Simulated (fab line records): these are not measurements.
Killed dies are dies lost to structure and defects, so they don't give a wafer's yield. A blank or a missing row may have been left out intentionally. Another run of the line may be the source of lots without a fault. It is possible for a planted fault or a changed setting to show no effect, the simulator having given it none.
fab line records / flow berkeley_cmos170
record: lots: 6 wafers: 18 last_day: 13
route steps=331 shown START@1 ZERO@6
lots with no fault: from the same line, run without faults
start_h: start of the lot's first displayed wafer, in hours after the record's first day / wait_h: hours since the lot's step before / " the same as in the row above / L1.1+2: a row that stands for several wafers / - no value, or no start given / * or withheld: withheld / < > ~ a bound
route shown NAME@n: NAME is a module with steps in the file, n the number in the route of the first one / usual: mean/standard deviation taken from wafers without a fault / same: alike in all rows / chamber/n: place in a boat / sites: per-site readings / _std_site: their standard deviation / _edge_site: inner sites' mean taken away from outer sites' mean / radius_mm: how far each site lies from the wafer's centre / mask NAME#n: copy n / behind: tool/chamber where the wafer was last shaped / hold: the reason the lot was held/the length of the hold in hours/how it ended / device: names the non-switching transistor (n, p or np) / end of line: at the end of the route, the tests of the same wafers / for a step that has no rows: nothing shown but its recipe / killed: at the first sort, the dies lost to defects and structure; wafer yield is something else / map: dies across one wafer; x = killed, . = not, _ = none there
set.NAME: setting as actually run; set.NAME@STEP: the setting as run at that earlier step / model.NAME: the simulator's own value behind a step, which no gauge read
lots at selected steps of the route; one table per step, one row per wafer
== steps ==
step: UCB170_START_BOW_MEAS_00
recipe: mode: bow
usual: INCOMING_BOW: 0/5.9
lot.wafer=L140.2 tool=film_metro-02 chamber=- start_h=15.02 wait_h=- INCOMING_BOW[um]=17
lot.wafer=L140.4 tool=film_metro-02 chamber=- start_h=15.02 wait_h=- INCOMING_BOW[um]=-4
lot.wafer=L140.5 tool=film_metro-02 chamber=- start_h=15.02 wait_h=- INCOMING_BOW[um]=10
lot.wafer=L143.3 tool=film_metro-03 chamber=- start_h=30.04 wait_h=- INCOMING_BOW[um]=4
lot.wafer=L143.4 tool=film_metro-03 chamber=- start_h=30.04 wait_h=- INCOMING_BOW[um]=0
lot.wafer=L143.5 tool=film_metro-03 chamber=- start_h=30.04 wait_h=- INCOMING_BOW[um]=-2
lot.wafer=L153.2 tool=film_metro-02 chamber=- start_h=80.04 wait_h=- INCOMING_BOW[um]=1
lot.wafer=L153.4 tool=film_metro-02 chamber=- start_h=80.04 wait_h=- INCOMING_BOW[um]=-4
lot.wafer=L153.5 tool=film_metro-02 chamber=- start_h=80.04 wait_h=- INCOMING_BOW[um]=-2
lot.wafer=L154.2 tool=film_metro-01 chamber=- start_h=85.02 wait_h=- INCOMING_BOW[um]=1
lot.wafer=L154.3 tool=film_metro-01 chamber=- start_h=85.02 wait_h=- INCOMING_BOW[um]=-14
lot.wafer=L154.5 tool=film_metro-01 chamber=- start_h=85.02 wait_h=- INCOMING_BOW[um]=-1
lot.wafer=L156.2 tool=film_metro-03 chamber=- start_h=95.02 wait_h=- INCOMING_BOW[um]=-6
lot.wafer=L156.3 tool=film_metro-03 chamber=- start_h=95.02 wait_h=- INCOMING_BOW[um]=9
lot.wafer=L156.6 tool=film_metro-03 chamber=- start_h=95.02 wait_h=- INCOMING_BOW[um]=5
lot.wafer=L160.1 tool=film_metro-01 chamber=- start_h=115.00 wait_h=- INCOMING_BOW[um]=3
lot.wafer=L160.3 tool=film_metro-01 chamber=- start_h=115.00 wait_h=- INCOMING_BOW[um]=-2
lot.wafer=L160.4 tool=film_metro-01 chamber=- start_h=115.00 wait_h=- INCOMING_BOW[um]=6
step: UCB170_START_CLEAN_01
recipe: chemistry: dHF dilution: 25:1 time_s: 60
step: UCB170_START_OXIDATION_02
recipe: temp_c: 956.9 ambient: O2 target_thk_a: 200 ox_time_s: 1800
step: UCB170_START_THK_MEAS_03
recipe: reads: SiO2_of_START_OXIDATION_02
usual: START_OXIDE_THK: 21.7/0.35
lot.wafer=L140.2 tool=film_metro-01 chamber=- start_h=20.33 wait_h=0.0 START_OXIDE_THK[nm]=22.1
lot.wafer=L140.4 tool=film_metro-01 chamber=- start_h=20.33 wait_h=0.0 START_OXIDE_THK[nm]=22.1
lot.wafer=L140.5 tool=film_metro-01 chamber=- start_h=20.33 wait_h=0.0 START_OXIDE_THK[nm]=22.1
lot.wafer=L143.3 tool=film_metro-01 chamber=- start_h=31.83 wait_h=0.0 START_OXIDE_THK[nm]=22.4
lot.wafer=L143.4 tool=film_metro-01 chamber=- start_h=31.83 wait_h=0.0 START_OXIDE_THK[nm]=22.4
lot.wafer=L143.5 tool=film_metro-01 chamber=- start_h=31.83 wait_h=0.0 START_OXIDE_THK[nm]=22.3
lot.wafer=L153.2 tool=film_metro-03 chamber=- start_h=85.64 wait_h=0.0 START_OXIDE_THK[nm]=21.5
lot.wafer=L153.4 tool=film_metro-03 chamber=- start_h=85.64 wait_h=0.0 START_OXIDE_THK[nm]=22.0
lot.wafer=L153.5 tool=film_metro-03 chamber=- start_h=85.64 wait_h=0.0 START_OXIDE_THK[nm]=21.7
lot.wafer=L154.2 tool=film_metro-02 chamber=- start_h=90.00 wait_h=0.0 START_OXIDE_THK[nm]=21.8
lot.wafer=L154.3 tool=film_metro-02 chamber=- start_h=90.00 wait_h=0.0 START_OXIDE_THK[nm]=21.7
lot.wafer=L154.5 tool=film_metro-02 chamber=- start_h=90.00 wait_h=0.0 START_OXIDE_THK[nm]=22.2
lot.wafer=L156.2 tool=film_metro-01 chamber=- start_h=101.10 wait_h=0.0 START_OXIDE_THK[nm]=21.9
lot.wafer=L156.3 tool=film_metro-01 chamber=- start_h=101.10 wait_h=0.0 START_OXIDE_THK[nm]=21.3
lot.wafer=L156.6 tool=film_metro-01 chamber=- start_h=101.10 wait_h=0.0 START_OXIDE_THK[nm]=21.9
lot.wafer=L160.1 tool=film_metro-01 chamber=- start_h=124.00 wait_h=0.0 START_OXIDE_THK[nm]=21.7
lot.wafer=L160.3 tool=film_metro-01 chamber=- start_h=124.00 wait_h=0.0 START_OXIDE_THK[nm]=21.8
lot.wafer=L160.4 tool=film_metro-01 chamber=- start_h=124.00 wait_h=0.0 START_OXIDE_THK[nm]=21.7
step: UCB170_START_ANNEAL_04
recipe: temp_c: 950 time_s: 1200 ambient: N2
step: UCB170_ZERO_HMDS_00
recipe: prime_time_s: 60 prime_temp_c: 100
usual: exhaust_pa: 45.0/0.91 prime_temp_c: 99.98/0.12
lot.wafer=L140.2 tool=litho_track-03 chamber=0 start_h=26.33 wait_h=0.0 exhaust_pa=45.1 prime_temp_c=100.06
lot.wafer=L140.4 tool=litho_track-03 chamber=0 start_h=26.33 wait_h=0.0 exhaust_pa=45.3 prime_temp_c=99.94
lot.wafer=L140.5 tool=litho_track-03 chamber=0 start_h=26.33 wait_h=0.0 exhaust_pa=43.4 prime_temp_c=99.84
lot.wafer=L143.3 tool=litho_track-01 chamber=0 start_h=36.40 wait_h=0.2 exhaust_pa=44.9 prime_temp_c=99.94
lot.wafer=L143.4 tool=litho_track-01 chamber=0 start_h=36.40 wait_h=0.2 exhaust_pa=45.0 prime_temp_c=100.15
lot.wafer=L143.5 tool=litho_track-01 chamber=0 start_h=36.40 wait_h=0.2 exhaust_pa=45.6 prime_temp_c=99.82
lot.wafer=L153.2 tool=litho_track-01 chamber=0 start_h=90.64 wait_h=0.0 exhaust_pa=45.2 prime_temp_c=105.70
lot.wafer=L153.4 tool=litho_track-01 chamber=0 start_h=90.64 wait_h=0.0 exhaust_pa=43.6 prime_temp_c=105.64
lot.wafer=L153.5 tool=litho_track-01 chamber=0 start_h=90.64 wait_h=0.0 exhaust_pa=44.2 prime_temp_c=105.82
lot.wafer=L154.2 tool=litho_track-01 chamber=0 start_h=94.86 wait_h=0.5 exhaust_pa=43.9 prime_temp_c=105.74
lot.wafer=L154.3 tool=litho_track-01 chamber=0 start_h=94.86 wait_h=0.5 exhaust_pa=43.3 prime_temp_c=105.90
lot.wafer=L154.5 tool=litho_track-01 chamber=0 start_h=94.86 wait_h=0.5 exhaust_pa=44.0 prime_temp_c=105.65
lot.wafer=L156.2 tool=litho_track-03 chamber=0 start_h=106.38 wait_h=0.0 exhaust_pa=43.9 prime_temp_c=99.83
lot.wafer=L156.3 tool=litho_track-03 chamber=0 start_h=106.38 wait_h=0.0 exhaust_pa=43.9 prime_temp_c=100.04
lot.wafer=L156.6 tool=litho_track-03 chamber=0 start_h=106.38 wait_h=0.0 exhaust_pa=43.5 prime_temp_c=100.03
lot.wafer=L160.1 tool=litho_track-04 chamber=0 start_h=131.41 wait_h=0.1 exhaust_pa=44.9 prime_temp_c=100.07
lot.wafer=L160.3 tool=litho_track-04 chamber=0 start_h=131.41 wait_h=0.1 exhaust_pa=45.0 prime_temp_c=99.96
lot.wafer=L160.4 tool=litho_track-04 chamber=0 start_h=131.41 wait_h=0.1 exhaust_pa=45.8 prime_temp_c=100.07
step: UCB170_ZERO_COAT_01
recipe: resist: KrF spin_rpm: 1500 resist_thk_nm: 900
== key ==
first_sign: step: UCB170_ZERO_HMDS_00 reading: prime_temp_c direction: up sigmas: 48 usual: * struck: *
effect none on later readings
met_at UCB170_ZERO_HMDS_00
struck_wafers L153.2,L153.4,L153.5,L154.2,L154.3,L154.5
sort_left_out L153.2,L153.4,L153.5
tester_left_out L153,L154
onset_between 36.40 90.64
fault: kind: process_parameter_drift tool: litho_track-01 chamber: - onset_h: 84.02 steps: UCB170_ZERO_HMDS_00 channel: prime_temp_c offset: * shape: step end_h: 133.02 acts_in: * stated: *
tester_left_out: of these lots the tester's yield and bins aren't shown, on N5 and GAA mostly nor the transistor test; their killed dies are dies lost to structure and defects alone, not to doping, threshold or leakage, so they don't give the yield
sort_left_out: the simulated sort isn't trusted on such a fault, so these wafers' sort isn't shown, and their yield isn't known
